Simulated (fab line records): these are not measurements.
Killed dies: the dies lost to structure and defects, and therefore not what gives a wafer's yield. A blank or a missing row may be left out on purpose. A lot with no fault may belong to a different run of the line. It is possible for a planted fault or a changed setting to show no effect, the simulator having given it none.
The tool behind it: which one? -- flow rit-cmos -- 16 lots with 48 wafers sampled at 3 steps, on a route of 202 steps

== WHAT THE GAUGES READ, wafer by wafer ==
RIT_PLDD_TW_MEAS_10.
lot,measured,on,PLDD_TW
L541,day 3 14:35,film-metro-04,2304 2294 2309
L542,day 3 14:50,film-metro-03,2340 2321 2325
L544,day 4 04:34,film-metro-01,2350 2346 2356
L545,day 4 09:56,film-metro-04,2319 2316 2325
L546,day 4 15:31,film-metro-04,2328 2323 2325
L547,day 4 19:24,film-metro-04,2331 2314 2330
L548,day 4 23:29,film-metro-04,2329 2313 2329
L550,day 5 09:29,film-metro-04,2329 2323 2330
L551,day 5 12:44,film-metro-04,2327 2323 2324
L552,day 5 17:23,film-metro-03,2335 2320 2327
L553,day 5 23:33,film-metro-04,2321 2333 2317
L555,day 6 06:08,film-metro-04,2342 2335 2324
L557,day 6 16:32,film-metro-01,2965 2979 2974
L558,day 6 16:46,film-metro-04,2964 2961 2970
L559,day 6 22:22,film-metro-04,2970 2951 2961
L560,day 7 06:02,film-metro-04,2941 2942 2933

RIT_SDANNEAL_RS_MEAS_06: a four-point-probe measurement.
lot,measured,on,PLDD_RS (ohm/sq)
L541,day 3 21:05,film-metro-04,177.9 178.5 178.5
L542,day 3 21:23,film-metro-03,177.7 177.7 177.6
L544,day 4 11:22,film-metro-03,178.5 178.6 178.3
L545,day 4 16:16,film-metro-01,178.3 178.2 178.1
L546,day 4 21:37,film-metro-04,178.2 178.1 178.1
L547,day 5 01:49,film-metro-04,179.3 178.8 179.0
L548,day 5 06:11,film-metro-03,178.1 178.2 177.9
L550,day 5 15:58,film-metro-01,178.3 178.3 178.0
L551,day 5 19:13,film-metro-04,178.4 178.5 177.9
L552,day 5 23:52,film-metro-01,177.8 178.4 178.0
L553,day 6 05:47,film-metro-03,177.8 178.6 178.7
L555,day 6 13:38,film-metro-04,177.4 178.2 177.8
L557,day 6 22:39,film-metro-03,68.5 68.7 68.5
L558,day 7 00:19,film-metro-04,68.6 68.7 68.6
L559,day 7 04:35,film-metro-04,68.9 68.7 68.8
L560,day 7 12:15,film-metro-01,68.6 68.5 68.5

== TOOL THAT RAN EACH LOT (tool first, then ch and the chambers of the sampled wafers, then the start) ==
lot,RIT_PLDD_IMPLANT_08
L541,"implanter-04 ch 0, day 3 14:19"
L542,"implanter-03 ch 0, day 3 14:32"
L544,"implanter-04 ch 0, day 4 04:15"
L545,"implanter-04 ch 0, day 4 09:37"
L546,"implanter-02 ch 0, day 4 15:13"
L547,"implanter-03 ch 0, day 4 19:05"
L548,"implanter-02 ch 0, day 4 23:10"
L550,"implanter-04 ch 0, day 5 09:11"
L551,"implanter-02 ch 0, day 5 12:25"
L552,"implanter-03 ch 0, day 5 17:04"
L553,"implanter-03 ch 0, day 5 23:14"
L555,"implanter-04 ch 0, day 6 05:51"
L557,"implanter-04 ch 0, day 6 16:13"
L558,"implanter-02 ch 0, day 6 16:26"
L559,"implanter-04 ch 0, day 6 22:02"
L560,"implanter-04 ch 0, day 7 05:43"
- RIT_PLDD_IMPLANT_08

== AS READ BY THE TOOLS THEMSELVES (means over the sampled wafers that have a number; for cases with no such wafer, the mark the record gives instead) ==
RIT_PLDD_IMPLANT_08.
lot,tool,beam-energy-keV
L541,implanter-04,20.002
L542,implanter-03,20.001
L544,implanter-04,19.998
L545,implanter-04,20.003
L546,implanter-02,20.005
L547,implanter-03,20.002
L548,implanter-02,20.004
L550,implanter-04,20.003
L551,implanter-02,19.994
L552,implanter-03,19.994
L553,implanter-03,19.999
L555,implanter-04,20.000
L557,implanter-04,20.005
L558,implanter-02,20.004
L559,implanter-04,20.005
L560,implanter-04,20.003

== THE ANSWER, worked out from the rows above alone ==
Rule: the lots themselves supply what counts as usual. Put in order of their means at a reading, lots are off if they are a third of the lots or fewer, leave a main group of 4 or more, and stand apart from it by a gap of 3 or more times the standard deviation of the main group's means; of several such gaps the widest counts. Not used: any main group whose means are identical at the precision the tables above print for the reading. Also off: a lot with no number at a reading for which 4 or more lots have one. Any other lot the step has rows for is counted as sound. First the gauges in route order, then the tools' own readings, where a lot's mean is used as printed above. At the first step where some lot is off, the reading lying furthest off is the one used; lots without a number count as furthest.
Off: L557, L558, L559, L560, at RIT_PLDD_TW_MEAS_10 (PLDD_TW). The main group has a mean of 2326 with a standard deviation of 10.
If a tool, at a process step before that reading, ran all the lots that are off and no sound lot after the first of them, it fits. The gauges at RIT_PLDD_TW_MEAS_10 are tried like those tools. Not one of the candidates tried fits.

== WHAT WAS PUT IN BY THE SIMULATOR ==
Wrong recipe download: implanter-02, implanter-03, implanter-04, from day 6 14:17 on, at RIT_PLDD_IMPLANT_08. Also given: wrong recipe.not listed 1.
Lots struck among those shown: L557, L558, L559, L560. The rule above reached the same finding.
